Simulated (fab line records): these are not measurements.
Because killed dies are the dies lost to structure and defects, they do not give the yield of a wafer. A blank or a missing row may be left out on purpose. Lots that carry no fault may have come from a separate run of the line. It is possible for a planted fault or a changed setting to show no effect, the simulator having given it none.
fab line records | flow berkeleyCmos170
[record] lots = 6 wafers = 18 lastDay = 13
route steps=331 shown WELLDRIVE@58 ACTIVE@60
lots that met no fault: taken from a fault-free run of the same line
startH: hours from the record's opening day to when the first of the lot's shown wafers began | waitH: hours since the lot's step before | " repeats the value in the row above | L1.1+2: a single row standing in for several wafers | - either no value or no given start | * or withheld: withheld | < > ~ a bound
route shown NAME@n: NAME is a module with steps in the file, n the number in the route of the first one | usual: mean and standard deviation over wafers with no fault | same: alike in all rows | chamber/n: place in a boat | sites: readings site by site | _std_site: standard deviation across them | _edge_site: inner sites' mean taken away from outer sites' mean | radiusMm: how far each site lies from the wafer's centre | mask NAME#n: copy n | behind: tool/chamber where the wafer was last shaped | hold: why the lot went on hold/how many hours it stayed there/how the hold came to an end | device: transistor that didn't switch, given as n, p or np | end of line: tests run on the same wafers once the route is complete | step lacking rows: just its recipe | killed: not the wafer's yield, but the dies lost to structure and defects at the first sort | map: per-die view of a wafer (x killed, . not killed, _ where there is no die)
set.NAME: the setting the step ran with; set.NAME@STEP: the setting that earlier step ran with | model.NAME: the simulator's own value behind a step, which no gauge read
lots seen at some steps along the route; tables by step, rows by wafer
services: the hour from which a tool's chamber was out of use, counted from the record's first day as startH (under 0 if before that day), plus the number of hours and why
[[steps]]
[step UCB170_WELLDRIVE_ANNEAL_03]
[recipe] tempC = 1100 timeS = 900 ambient = N2
[step UCB170_WELLDRIVE_WET_ETCH_04]
[recipe] chemistry = BOE dilution = 5:1 target = SiO2 tempC = 25 timeS = 120
[step UCB170_ACTIVE_CLEAN_00]
[recipe] chemistry = SPM tempC = 120 timeS = 600
[step UCB170_ACTIVE_CLEAN_01]
[recipe] chemistry = dHF dilution = 25:1 timeS = 60
[step UCB170_ACTIVE_OXIDATION_02]
[recipe] tempC = 1000 ambient = O2 targetThkA = 264 oxTimeS = 1260
[step UCB170_ACTIVE_THK_MEAS_03]
[recipe] reads = SiO2_of_ACTIVE_OXIDATION_02
[usual] ACTIVE_OXIDE_THK = 26.4/0.43
// columns lot.wafer tool chamber startH waitH ACTIVE_OXIDE_THK[nm]
L593.1 filmMetro-02 - 107.98 0.0 25.6
L593.4 " - " " 25.6
L593.6 " - " " 26.1
L605.2 filmMetro-03 - 154.05 0.1 26.4
L605.3 " - " " 26.6
L605.6 " - " " 26.9
L602.4 filmMetro-02 - 154.11 0.1 27.3
L602.5 " - " " 26.9
L602.6 " - " " 27.1
L603.2 filmMetro-02 - 154.15 0.2 27.1
L603.4 " - " " 27.2
L603.5 " - " " 26.9
L609.1 filmMetro-03 - 165.56 0.0 26.0
L609.2 " - " " 26.1
L609.5 " - " " 26.4
L614.1 filmMetro-03 - 198.71 0.0 26.4
L614.3 " - " " 26.5
L614.4 " - " " 26.7
[step UCB170_ACTIVE_ANNEAL_04]
[recipe] tempC = 1000 timeS = 900 ambient = N2
[step UCB170_ACTIVE_CVD_05]
[recipe] material = Si3N4 targetThkNm = 220 tempC = 800 precursor = SiH2Cl2/NH3 timeS = 3300 pressureMtorr = 200 sih2cl2FlowSccm = 25 nh3FlowSccm = 75
[step UCB170_ACTIVE_THK_MEAS_06]
[recipe] reads = Si3N4_of_ACTIVE_CVD_05
[usual] ACTIVE_NITRIDE_THK = 220.1/2
// columns lot.wafer tool chamber startH waitH ACTIVE_NITRIDE_THK[nm]
L593.1 filmMetro-03 - 114.23 0.0 216.4
L593.4 " - " " 218.0
L593.6 " - " " 217.3
L605.2 filmMetro-01 - 160.13 0.1 219.4
L605.3 " - " " 218.3
L605.6 " - " " 219.2
L603.2 filmMetro-02 - 160.14 0.1 219.8
L603.4 " - " " 220.5
L603.5 " - " " 217.6
L602.4 filmMetro-03 - 160.16 0.1 221.1
L602.5 " - " " 220.1
L602.6 " - " " 219.3
L609.1 filmMetro-02 - 173.42 0.0 216.3
L609.2 " - " " 218.3
L609.5 " - " " 219.3
L614.1 filmMetro-03 - 204.77 0.0 219.4
L614.3 " - " " 219.3
L614.4 " - " " 215.0
[step UCB170_ACTIVE_HMDS_07]
[recipe] primeTimeS = 60 primeTempC = 100
[step UCB170_ACTIVE_COAT_08]
[recipe] resist = KrF spinRpm = 1500 resistThkNm = 900
[step UCB170_ACTIVE_SOFTBAKE_09]
[recipe] resist = KrF tempC = 130 timeS = 60
[step UCB170_ACTIVE_EXPOSE_10]
[recipe] maskId = ACTIVE targetCdNm = 1200 na = 0.5 sigmaOuter = 0.6 sourceShape = conventional doseMj = 20.43
[usual] exposureDoseMJCm2 = 19.994/0.02 focusOffsetNm = 0.0/0.57
// columns lot.wafer tool chamber startH waitH mask exposureDoseMJCm2 focusOffsetNm
L593.1 krfScanner-01 0 115.43 0.2 ACTIVE#0 19.961 -0.2
L593.4 " 0 " " ACTIVE#0 19.974 0.0
L593.6 " 0 " " ACTIVE#0 19.957 -0.5
L605.2 krfScanner-01 - 161.24 0.4 ACTIVE#0 - -
L605.3 " - " " ACTIVE#0 - -
L605.6 " - " " ACTIVE#0 - -
L602.4 krfScanner-02 - 161.52 0.4 ACTIVE#0 - -
L602.5 " - " " ACTIVE#0 - -
L602.6 " - " " ACTIVE#0 - -
L603.2 krfScanner-02 0 161.60 0.4 ACTIVE#0 20.011 -1.1
L603.4 " 0 " " ACTIVE#0 20.008 0.1
L603.5 " 0 " " ACTIVE#0 20.010 -1.0
L609.1 krfScanner-02 0 174.48 0.2 ACTIVE#0 20.008 0.6
L609.2 " 0 " " ACTIVE#0 20.018 -0.8
L609.5 " 0 " " ACTIVE#0 20.029 -0.9
L614.1 krfScanner-02 0 206.04 0.1 ACTIVE#0 19.981 -0.7
L614.3 " 0 " " ACTIVE#0 19.988 -0.1
L614.4 " 0 " " ACTIVE#0 19.984 0.0
[step UCB170_ACTIVE_PEB_11]
[recipe] pebTempC = 130 pebTimeS = withheld resist = KrF
[[services]]
// columns tool chamber startH hours kind
krfScanner-02 - 128.82 3.0 pm
krfScanner-01 - 134.11 0.8 pm
krfScanner-01 - 136.37 1.3 pm
krfScanner-01 - 164.40 0.8 repair
krfScanner-02 - 179.79 0.8 pm
krfScanner-02 - 191.57 1.0 pm
krfScanner-02 - 194.76 1.1 repair
[[key]]
[firstSign] step = UCB170_ACTIVE_EXPOSE_10 reading = toolRecord direction = missing
effect none on later readings
metAt UCB170_ACTIVE_EXPOSE_10
struckWafers L602.4,L602.5,L602.6,L605.2,L605.3,L605.6
laterRowsLeftOut L602.4,L602.5,L602.6,L605.2,L605.3,L605.6
sortLeftOut L602.4,L602.5,L602.6,L605.2,L605.3,L605.6
testerLeftOut L602,L605
onsetBetween 115.43 161.24
[fault] kind = skippedStepWhole tool = krfScanner-01,krfScanner-02 chamber = - onsetH = 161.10 steps = UCB170_ACTIVE_EXPOSE_10 scope = struckLotsOnly
// testerLeftOut: of these lots the tester's yield and bins aren't shown, on N5 and GAA mostly nor the transistor test; their killed dies are dies lost to structure and defects alone, not to doping, threshold or leakage, so they don't give the yield
// sortLeftOut: the simulated sort isn't trusted on such a fault, so these wafers' sort isn't shown, and their yield isn't known
// laterRowsLeftOut: the simulator's readings of these wafers behind a module that went badly wrong aren't trusted and aren't shown, but for the sort
